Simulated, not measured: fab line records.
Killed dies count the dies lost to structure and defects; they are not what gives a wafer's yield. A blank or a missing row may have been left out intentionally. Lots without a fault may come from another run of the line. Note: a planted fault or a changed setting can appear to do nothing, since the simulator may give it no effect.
Comparing a struck lot with a sound one :: flow rit cmos :: 15 out of 202 route steps
Sound: these wafers, L541.3, L541.5, L541.6. Wafers struck: L532.1, L532.4, L532.6. The cause comes at the end.
Each step with rows lists, per side, the tool, then ch with its chambers, then its first start. Under that, the readings that differ: sound wafers :: struck wafers :: difference of the means :: sigmas: that difference in standard deviations of wafers without a fault.
alike: words and numbers the same on both sides, and readings whose means are apart by under 2 such deviations; not compared: readings that were withheld, readings missing a value for some wafer, numbers with overlapping values and no deviation given by the record, and bounds like >300 which may hide the same value.
Wherever a step has rows on one side only, a row that says differs or no value, or a row with sigmas, the two part there. Numbers that don't overlap but have no deviation are shown without sigmas and don't part them. A reading missing from all wafers of one side parts the sides only when that side holds two or more wafers.

RIT_GATE_THK_MEAS_07:
  sound on film metro-03, day 6 09:46; struck on film metro-03, day 4 11:55
  alike: GATE_OXIDE_THK
then, 1 step without rows for these wafers: RIT_GATE_CVD_08 (deposits poly-Si from SiH4, target thk 250 nm, time 2220 s).
RIT_GATE_THK_MEAS_09:
  sound on film metro-02, day 6 11:27; struck on film metro-01, day 4 13:36
  alike: GATE_POLY_THK
then, 6 steps without rows for these wafers: RIT_GATE_HMDS_10 (prime time 60 s); RIT_GATE_COAT_11 (resist thk 850 nm); RIT_GATE_SOFTBAKE_12 (time 60 s); RIT_GATE_EXPOSE_13 (exposes mask M6, target cd 150 nm); RIT_GATE_PEB_14; RIT_GATE_DEVELOP_15 (develop time 50 s).
RIT_GATE_CD_MEAS_16: target cd 150 nm.
  sound on cd sem-01, day 6 12:23; struck on cd sem-01, day 4 14:38
  alike: cd nm
RIT_GATE_OVL_MEAS_17:
  sound on overlay-02, day 6 12:28; struck on overlay-02, day 4 14:45
  alike: GATE_OVL
then, 1 step without rows for these wafers: RIT_GATE_HARDBAKE_18 (time 60 s).
RIT_GATE_ETCH_19: etches poly-Si in SF6/CHF3/O2, stops on SiO2, time 165 s, target depth 312.5 nm.
  sound on rie si-02 ch 1,3, day 6 12:38; struck on rie si-01 ch 0,1,2, day 4 15:20
reading: run length s (s)
sound: 192.7 193.7 192.7
struck: 208.2 208.1 209.2
difference: +15.5
sigmas: +32

reading: model.NOVOLAK_of_GATE_COAT_11.thk nm (nm)
sound: 674.9 670 675.9
struck: 657.4 661.6 660.7
difference: -13.7
sigmas: 
  alike: CHF3_flow_sccm, drypump motor current A, oes product au, throttle valve pct
  not compared: rf hours counter h
RIT_GATE_STRIP_20: strips in O2, time 180 s.
  sound on plasma asher-04 ch 0,1, day 6 12:49; struck on plasma asher-04 ch 1, day 4 15:27
  alike: drypump motor current A
  not compared: rf hours counter h
RIT_M1_PROBE_99:
  sound on prober-01, day 7 11:28; struck on prober-02, day 5 11:48
reading: killed_at_M0_to_M3
sound: 0 0 1
struck: 0 0 0
difference: +0
sigmas: -3
  alike: killed at contacts, killed at front end, killed dies, killed open, killed short

## WHERE THEY PART
First at RIT_GATE_ETCH_19; last, within this record, at RIT_M1_PROBE_99.

WHY: what had been put in by the simulator
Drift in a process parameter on rie si-01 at RIT_GATE_ETCH_19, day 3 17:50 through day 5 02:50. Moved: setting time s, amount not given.
